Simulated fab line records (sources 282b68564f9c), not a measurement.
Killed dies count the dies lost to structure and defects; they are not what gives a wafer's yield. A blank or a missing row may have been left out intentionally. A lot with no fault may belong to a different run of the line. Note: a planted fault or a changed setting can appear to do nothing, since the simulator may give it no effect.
Which tool did it? | flow rit_cmos | 42 wafers from 14 lots sampled at 5 of the route's 202 steps

## WHAT THE GAUGES READ, wafer by wafer
RIT_ACTIVE_BOW_MEAS_00. Usual: for INCOMING_BOW the level is 1 um and the standard deviation is 6.3.
lot  | measured    | on            | INCOMING_BOW (um) | flag
L439 | day 1 10:01 | film_metro-01 | 10 -7 5           |
L441 | day 1 20:01 | film_metro-03 | -6 6 -4           |
L442 | day 2 01:01 | film_metro-02 | 1 1 1             |
L443 | day 2 06:00 | film_metro-03 | 7 -9 1            |
L445 | day 2 16:00 | film_metro-02 | -4 4 -2           |
L446 | day 2 21:00 | film_metro-01 | -8 -4 -14         |
L447 | day 3 02:02 | film_metro-01 | 2 4 -1            |
L448 | day 3 07:04 | film_metro-01 | -5 2 -2           |
L449 | day 3 12:01 | film_metro-01 | 8 -4 -4           |
L450 | day 3 17:00 | film_metro-03 | 5 -5 -5           |
L451 | day 3 22:00 | film_metro-03 | 15 7 11           |
L452 | day 4 03:02 | film_metro-03 | 2 2 8             |
L460 | day 5 19:02 | film_metro-02 | -1 3 -6           |
L461 | day 6 00:00 | film_metro-02 | 1 -2 2            |

RIT_NRETRO_TW_MEAS_10. Usual: for NRETRO_TW the level is 1065 and the standard deviation is 5.
lot  | measured    | on            | NRETRO_TW      | flag
L439 | day 2 05:53 | film_metro-02 | 1062 1061 1073 |
L441 | day 2 18:32 | film_metro-01 | 1069 1065 1067 |
L442 | day 2 23:30 | film_metro-01 | 1062 1062 1067 |
L443 | day 3 05:47 | film_metro-01 | 1062 1064 1055 |
L445 | day 3 12:48 | film_metro-01 | 1061 1059 1065 |
L446 | day 3 18:22 | film_metro-01 | 1062 1067 1057 |
L447 | day 3 22:33 | film_metro-01 | 1061 1056 1059 |
L448 | day 4 03:31 | film_metro-02 | 1077 1066 1064 |
L449 | day 4 13:22 | film_metro-01 | 1071 1070 1072 |
L450 | day 4 14:05 | film_metro-02 | 1073 1065 1063 |
L451 | day 4 18:26 | film_metro-03 | 1063 1063 1057 |
L452 | day 4 22:52 | film_metro-02 | 1058 1065 1069 |
L460 | day 6 15:10 | film_metro-01 | 1064 1063 1068 |
L461 | day 6 20:38 | film_metro-02 | 1064 1065 1065 |

RIT_PSD_TW_MEAS_10. Usual: for PSD_TW the level is 3452 and the standard deviation is 21.
lot  | measured    | on            | PSD_TW                        | flag
L439 | day 3 05:08 | film_metro-01 | 3409 3425 3419                |
L441 | day 3 13:43 | film_metro-03 | 3433 3431 3427                |
L442 | day 3 20:35 | film_metro-02 | 3469 3433 3458                |
L443 | day 4 00:37 | film_metro-02 | 3456 3447 3473                |
L445 | day 4 07:26 | film_metro-01 | 3483 3486 3470                |
L446 | day 4 16:11 | film_metro-03 | 3452 3434 3456                |
L447 | day 4 17:53 | film_metro-01 | 3466 3484 3478                |
L448 | day 5 00:30 | film_metro-01 | 3486 3488 3487                |
L449 | day 5 08:14 | film_metro-02 | 3478 3473 3453                |
L450 | day 5 09:24 | film_metro-02 | 3454 3445 3476                |
L451 | day 5 13:22 | film_metro-01 | 3485 3479 3496                |
L452 | day 5 18:36 | film_metro-02 | 3445 3452 3468                |
L460 | day 7 12:11 | film_metro-03 | 3516 3495 3517                |
L461 | day 7 17:23 | film_metro-01 | 3492 3526 3510 3510 3493 3505 |

RIT_SDANNEAL_RS_MEAS_04: the measuring method here is four-point-probe. Usual: for PSD_RS the level is 115.87 ohm/sq and the standard deviation is 0.26.
lot  | measured    | on            | PSD_RS (ohm/sq)                           | flag
L439 | day 3 05:40 | film_metro-03 | 115.60 116.21 116.16                      |
L441 | day 3 14:13 | film_metro-02 | 115.79 115.59 115.91                      |
L442 | day 3 21:07 | film_metro-01 | 115.93 115.70 116.04                      |
L443 | day 4 01:06 | film_metro-03 | 116.24 115.89 116.10                      |
L445 | day 4 07:55 | film_metro-03 | 115.48 115.48 115.59                      |
L446 | day 4 16:41 | film_metro-01 | 115.87 115.71 115.87                      |
L447 | day 4 18:25 | film_metro-02 | 116.26 115.96 115.99                      |
L448 | day 5 01:01 | film_metro-02 | 115.73 115.83 116.09                      |
L449 | day 5 08:44 | film_metro-01 | 116.04 116.21 115.98                      |
L450 | day 5 09:53 | film_metro-01 | 115.46 115.28 115.72                      |
L451 | day 5 13:52 | film_metro-01 | 115.92 115.63 115.67                      |
L452 | day 5 19:08 | film_metro-01 | 116.22 115.78 115.69                      |
L460 | day 7 12:44 | film_metro-02 | 113.45 113.61 113.31 113.55 113.75 113.65 | OFF
L461 | day 7 18:07 | film_metro-03 | 113.09 113.47 113.79 113.40 113.12 113.71 | OFF

## TOOL THAT RAN EACH LOT (tool first, then ch and the chambers of the sampled wafers, then the start)
lot  | RIT_PSD_IMPLANT_08
L439 | implanter-01 ch 0, day 3 04:49
L441 | implanter-03 ch 0, day 3 13:24
L442 | implanter-03 ch 0, day 3 20:17
L443 | implanter-01 ch 0, day 4 00:17
L445 | implanter-03 ch 0, day 4 07:07
L446 | implanter-01 ch 0, day 4 15:52
L447 | implanter-01 ch 0, day 4 17:35
L448 | implanter-01 ch 0, day 5 00:13
L449 | implanter-03 ch 0, day 5 07:56
L450 | implanter-02 ch 0, day 5 09:04
L451 | implanter-02 ch 0, day 5 13:03
L452 | implanter-02 ch 0, day 5 18:19
L460 | implanter-03 ch 0, day 7 11:53
L461 | implanter-03 ch 0, day 7 17:04
- RIT_PSD_IMPLANT_08

## AS READ BY THE TOOLS THEMSELVES (means over the sampled wafers that have a number; for cases with no such wafer, the mark the record gives instead)
RIT_PSD_IMPLANT_08. Usual: beam_on_s 12.4 s, standard deviation 0.47; dose_ions_cm2 5e+15, standard deviation 5.5e+12.
lot  | tool         | beam_on_s (s) | dose_ions_cm2 | flag
L439 | implanter-01 | 12.5          | 5e+15         |
L441 | implanter-03 | 12.5          | 5e+15         |
L442 | implanter-03 | 12.7          | 5e+15         |
L443 | implanter-01 | 12.7          | 5e+15         |
L445 | implanter-03 | 12.6          | 5e+15         |
L446 | implanter-01 | 12.5          | 5e+15         |
L447 | implanter-01 | 12.5          | 5e+15         |
L448 | implanter-01 | 12.7          | 5e+15         |
L449 | implanter-03 | 12.5          | 5e+15         |
L450 | implanter-02 | 11.9          | 5e+15         |
L451 | implanter-02 | 11.6          | 5e+15         |
L452 | implanter-02 | 11.7          | 5e+15         |
L460 | implanter-03 | 15.2          | 6e+15         | OFF
L461 | implanter-03 | 15.4          | 6e+15         | OFF

## THE ANSWER, worked out from the rows above alone
Rule: take the mean of a lot's wafers that have a number; if it is more than 3 standard deviations from the usual mean, the lot is off. A lot without any number at a reading at which 4 lots or more have one is off too. All remaining lots with rows at the step are treated as sound. First the gauges in route order, then the tools' own readings, where a lot's mean is used as printed above. The first step at which some lot is off is used, and at that step the reading that is off furthest; a lot without a number counts as furthest.
Off: at RIT_SDANNEAL_RS_MEAS_04 (PSD_RS), L460, L461.
A tool fits if, at a process step before that reading, it ran every lot that is off, and no sound lot after the first of them. The gauges at RIT_SDANNEAL_RS_MEAS_04 aren't tried: what is off there is off at RIT_PSD_IMPLANT_08 too, on other tools, and a gauge's error can't cause that. One fits: RIT_PSD_IMPLANT_08 on implanter-03. Its last sound lot is L449 (day 5 07:56), its first lot that is off L460 (day 7 11:53): a fault that began between those two fits.
The tool's own readings at RIT_PSD_IMPLANT_08 bear it out: on the lots that are off they differ by more than 5 times the standard deviation of the sound lots' means. beam_on_s reads 15.3 s there against 12.4 s on the sound lots; dose_ions_cm2 reads 6e+15 there against 5e+15 on the sound lots.

## WHAT THE SIMULATOR HAD INSERTED
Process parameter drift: implanter-03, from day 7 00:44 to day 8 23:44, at RIT_PSD_IMPLANT_08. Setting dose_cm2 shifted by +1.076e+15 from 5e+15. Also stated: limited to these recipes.
Lots struck among those shown: L460, L461. The rule above reached the same finding.
